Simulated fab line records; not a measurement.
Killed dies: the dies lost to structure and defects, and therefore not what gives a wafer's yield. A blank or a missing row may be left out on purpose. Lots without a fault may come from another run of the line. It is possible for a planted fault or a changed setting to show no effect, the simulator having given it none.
Tool commonality check | flow rit cmos | 12 lots, 36 wafers sampled

## REASON IT WAS OPENED
1 of 12 lots carry a flag on the reading M1_AL_RS at RIT_M1_RS_MEAS_01. No-fault wafers: 0.0732 ohm/sq, standard deviation 0.0011.
Rule: a lot is flagged when every wafer of it that has a number lies more than 4 standard deviations from that mean, or none has a number. All remaining lots are regarded as sound.

lot  | measured    | on            | M1_AL_RS (ohm/sq), wafer by wafer | flag
L169 | day 3 05:17 | film metro-02 | 0.0734 0.0735 0.0717              |
L172 | day 3 21:46 | film metro-01 | 0.0726 0.0738 0.0739              |
L173 | day 4 05:37 | film metro-01 | 0.0736 0.0736 0.0735              |
L174 | day 4 12:47 | film metro-01 | 0.0704 0.0712 0.0715              |
L177 | day 5 07:58 | film metro-03 | 0.0723 0.0731 0.0747              |
L179 | day 5 13:35 | film metro-03 | 0.0724 0.0740 0.0725              |
L183 | day 6 05:52 | film metro-03 | 0.0829 0.0843 0.0854              | FLAGGED
L184 | day 6 09:06 | film metro-02 | 0.0736 0.0737 0.0734              |
L186 | day 6 20:03 | film metro-01 | 0.0730 0.0725 0.0737              |
L189 | day 7 08:50 | film metro-01 | 0.0740 0.0738 0.0727              |
L190 | day 7 15:19 | film metro-01 | 0.0725 0.0714 0.0722              |
L192 | day 8 04:29 | film metro-01 | 0.0739 0.0743 0.0733              |
On average the flagged lots' numbers are 0.0842 ohm/sq, which is +0.0110 ohm/sq against the usual, or +10 standard deviations.

## WHICH TOOL EACH LOT WENT THROUGH
The record holds 2 process steps before the reading, out of a route of 202 steps. In each cell: the tool, then ch and the chambers that the sampled wafers went through, then the start.
lot  | flag    | RIT_CONTACT_ETCH_11               | RIT_M1_SPUTTER_00
L169 |         | rie diel-01 ch 0,2, day 3 03:56   | pvd sputter-02, day 3 04:57
L172 |         | rie diel-01 ch 2,3, day 3 20:38   | pvd sputter-01, day 3 21:28
L173 |         | rie diel-03 ch 1,2, day 4 04:29   | pvd sputter-02, day 4 05:19
L174 |         | rie diel-01 ch 0,1, day 4 11:38   | pvd sputter-01, day 4 12:29
L177 |         | rie diel-03 ch 1,3, day 5 06:50   | pvd sputter-02, day 5 07:41
L179 |         | rie diel-03 ch 0,1,2, day 5 12:28 | pvd sputter-02, day 5 13:18
L183 | FLAGGED | rie diel-01 ch 0,2,3, day 6 04:43 | pvd sputter-02, day 6 05:34
L184 |         | rie diel-03 ch 1,2,3, day 6 07:51 | pvd sputter-03, day 6 08:48
L186 |         | rie diel-04 ch 0,1,3, day 6 18:50 | pvd sputter-01, day 6 19:43
L189 |         | rie diel-04 ch 0,1, day 7 07:41   | pvd sputter-03, day 7 08:33
L190 |         | rie diel-04 ch 2,3, day 7 14:11   | pvd sputter-01, day 7 15:01
L192 |         | rie diel-03 ch 0,1,3, day 8 03:20 | pvd sputter-03, day 8 04:11
These steps, and what they do:
- RIT_CONTACT_ETCH_11: etches SiO2 in CHF3/CF4/Ar, stops on TiSi2, target depth 480 nm, time 320 s.
- RIT_M1_SPUTTER_00: material Al, target thk 400 nm, time 500 s.
- RIT_M1_RS_MEAS_01: measures by four-point-probe.

## FLAGGED OVER TOTAL, TOOL BY TOOL (the gauges that took the reading come last)
step                | tool           | lots run | flagged | share of the flagged lots | sound lots run after its first flagged lot
RIT_CONTACT_ETCH_11 | rie diel-01    | 4        | 1       | all                       | 0
RIT_CONTACT_ETCH_11 | rie diel-03    | 5        | 0       | none                      | -
RIT_CONTACT_ETCH_11 | rie diel-04    | 3        | 0       | none                      | -
RIT_M1_SPUTTER_00   | pvd sputter-01 | 4        | 0       | none                      | -
RIT_M1_SPUTTER_00   | pvd sputter-02 | 5        | 1       | all                       | 0
RIT_M1_SPUTTER_00   | pvd sputter-03 | 3        | 0       | none                      | -
RIT_M1_RS_MEAS_01   | film metro-01  | 7        | 0       | none                      | -
RIT_M1_RS_MEAS_01   | film metro-02  | 2        | 0       | none                      | -
RIT_M1_RS_MEAS_01   | film metro-03  | 3        | 1       | all                       | 0

## WHAT THE TABLE ALLOWS
Every flagged lot was run by 3 rows of the table: rie diel-01 at RIT_CONTACT_ETCH_11, pvd sputter-02 at RIT_M1_SPUTTER_00 and film metro-03 at RIT_M1_RS_MEAS_01.
- rie diel-01 at RIT_CONTACT_ETCH_11 ran 4 lots, 1 of them flagged. It ran its last sound lot, L174, at day 4 11:38 and its first flagged lot, L183, at day 6 04:43: a fault with its onset between the two fits.
- pvd sputter-02 at RIT_M1_SPUTTER_00 ran 5 lots, 1 of them flagged. It ran its last sound lot, L179, at day 5 13:18 and its first flagged lot, L183, at day 6 05:34: a fault with its onset between the two fits.
- film metro-03 at RIT_M1_RS_MEAS_01 ran 3 lots, 1 of them flagged. It ran its last sound lot, L179, at day 5 13:35 and its first flagged lot, L183, at day 6 05:52: a fault with its onset between the two fits.
Because each of these 3 tools fits a fault that began at some hour, counting lots does not separate them. More lots, or a look at what each step does to the wafer, might.

## WHAT WAS PUT IN BY THE SIMULATOR
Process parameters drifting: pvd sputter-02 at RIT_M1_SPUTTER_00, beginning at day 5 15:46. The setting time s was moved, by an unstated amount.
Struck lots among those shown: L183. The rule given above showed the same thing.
